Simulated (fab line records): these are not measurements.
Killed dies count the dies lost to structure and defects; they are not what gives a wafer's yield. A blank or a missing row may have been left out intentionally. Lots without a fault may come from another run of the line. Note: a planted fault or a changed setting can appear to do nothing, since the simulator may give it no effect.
A single fault, viewed from 2 desks :: flow berkeley cmos170 :: each desk has only its own numbers; what lay behind them comes last

TOOL OWNER'S DESK, furnace-02
The tool's own readings at UCB170_SCREENOX_OXIDATION_01 (target thk 14.4 nm, ox time 2400 s): means of the sampled wafers that have a number, for each lot that ran on this tool. The brackets show how far a lot's mean lies from the usual mean; more than 4 standard deviations puts the lot out of limits, marked OUT.
Columns: A = spike tc centre C at UCB170_SCREENOX_OXIDATION_01, usual 902.0 C; B = spike tc load C at UCB170_SCREENOX_OXIDATION_01, usual 926.7 C; C = spike tc source C at UCB170_SCREENOX_OXIDATION_01, usual 922.7 C; D = tube center temp C at UCB170_SCREENOX_OXIDATION_01, usual 900 C; E = tube_center_temp_C_max at UCB170_SCREENOX_OXIDATION_01, usual 902.3
lot: L984
first seen here: day 7 09:41
A: 902.3
B: 926.1
C: 924.7
D: 900
E: 902.6

lot: L986
first seen here: day 7 09:41
A: 901.9
B: 927.2
C: 923.5
D: 900
E: 902.4

lot: L987
first seen here: day 8 00:02
A: 902.2
B: 926.8
C: 923.1
D: 900
E: 902.3

lot: L988
first seen here: day 8 00:02
A: 903.0
B: 927.0
C: 923.5
D: 900
E: 902.3

lot: L990
first seen here: day 9 03:14
A: 934.4 (+29) OUT
B: 957.7 (+12) OUT
C: 956.8 (+13) OUT
D: 932 (+99 or more) OUT
E: 934.5 (+89) OUT

lot: L991
first seen here: day 9 03:14
A: 933.8 (+29) OUT
B: 958.7 (+13) OUT
C: 955.5 (+13) OUT
D: 932 (+99 or more) OUT
E: 934.4 (+89) OUT

lot: L992
first seen here: day 9 03:14
A: 934.5 (+30) OUT
B: 958.2 (+13) OUT
C: 957.0 (+13) OUT
D: 932 (+99 or more) OUT
E: 933.9 (+88) OUT
This desk's verdict: out of limits on L990, L991, L992, starting with L990 at day 9 03:14 (spike tc centre C at UCB170_SCREENOX_OXIDATION_01). In limits: L984, L986, L987, L988.

FROM THE METROLOGY DESK
Lot by lot, what the gauges showed, no matter which tool ran the lot: averages of those sampled wafers that carry a number. The brackets show how far a lot's mean lies from the usual mean; more than 4 standard deviations puts the lot out of limits, marked OUT.
Columns: A = PWELL_OXIDE_THK at UCB170_PWELL_THK_MEAS_03, usual 26.3 nm; B = ACTIVE_NITRIDE_THK at UCB170_ACTIVE_THK_MEAS_06, usual 220.1 nm; C = SCREENOX_OXIDE_THK at UCB170_SCREENOX_THK_MEAS_02, usual 14.48 nm
lot: L981
first seen here: day 3 06:13
A: 26.6
B: 216.9
C: 14.25

lot: L982
first seen here: day 3 06:13
A: 25.5
B: 218.4
C: 14.11

lot: L983
first seen here: day 3 17:50
A: 26.3
B: 220.5
C: 14.16

lot: L984
first seen here: day 4 05:55
A: 27.1
B: 221.9
C: 14.79

lot: L986
first seen here: day 4 05:55
A: 26.1
B: 220.9
C: 14.52

lot: L987
first seen here: day 4 15:58
A: 27.3
B: 220.8
C: 15.05

lot: L988
first seen here: day 4 23:20
A: 26.0
B: 222.3
C: 14.72

lot: L992
first seen here: day 5 07:37
A: 26.1
B: 225.1
C: 19.88 (+19) OUT

lot: L990
first seen here: day 5 07:38
A: 26.1
B: 220.5
C: 20.06 (+19) OUT

lot: L991
first seen here: day 5 07:42
A: 26.7
B: 222.2
C: 19.88 (+19) OUT

lot: L995
first seen here: day 6 08:46
A: 26.2
B: 219.5
C: 13.99

lot: L996
first seen here: day 6 14:59
A: 26.5
B: 221.8
C: 14.39

lot: L997
first seen here: day 6 14:59
A: 26.7
B: 217.4
C: 14.37

lot: L999
first seen here: day 6 23:48
A: 26.3
B: 222.6
C: 14.11

lot: L102
first seen here: day 8 04:32
A: 26.7
B: 217.5
C: 14.39
Per this desk, out of limits: L990, L991, L992; the first was L990, day 9 04:55 (SCREENOX_OXIDE_THK at UCB170_SCREENOX_THK_MEAS_02). In limits: L981, L982, L983, L984, L986, L987, L988, L995, L996, L997, L999, L102.

ALL TOGETHER
At day 9 03:14, on L990, L991, L992, the tool owner's desk was in a position to raise an alarm.
An alarm was possible from the metrology desk at day 9 04:55, on L990, L991, L992.
UCB170_SCREENOX_OXIDATION_01 was run on furnace-02 by each of the lots named.

WHAT THE SIMULATOR HAD INSERTED
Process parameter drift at UCB170_SCREENOX_OXIDATION_01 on furnace-02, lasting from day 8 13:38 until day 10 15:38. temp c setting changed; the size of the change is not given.
Struck lots among those shown: L990, L991, L992.
Hours from the fault's start to each desk's first reading out of limits: the tool owner's desk, 14; the metrology desk, 15.
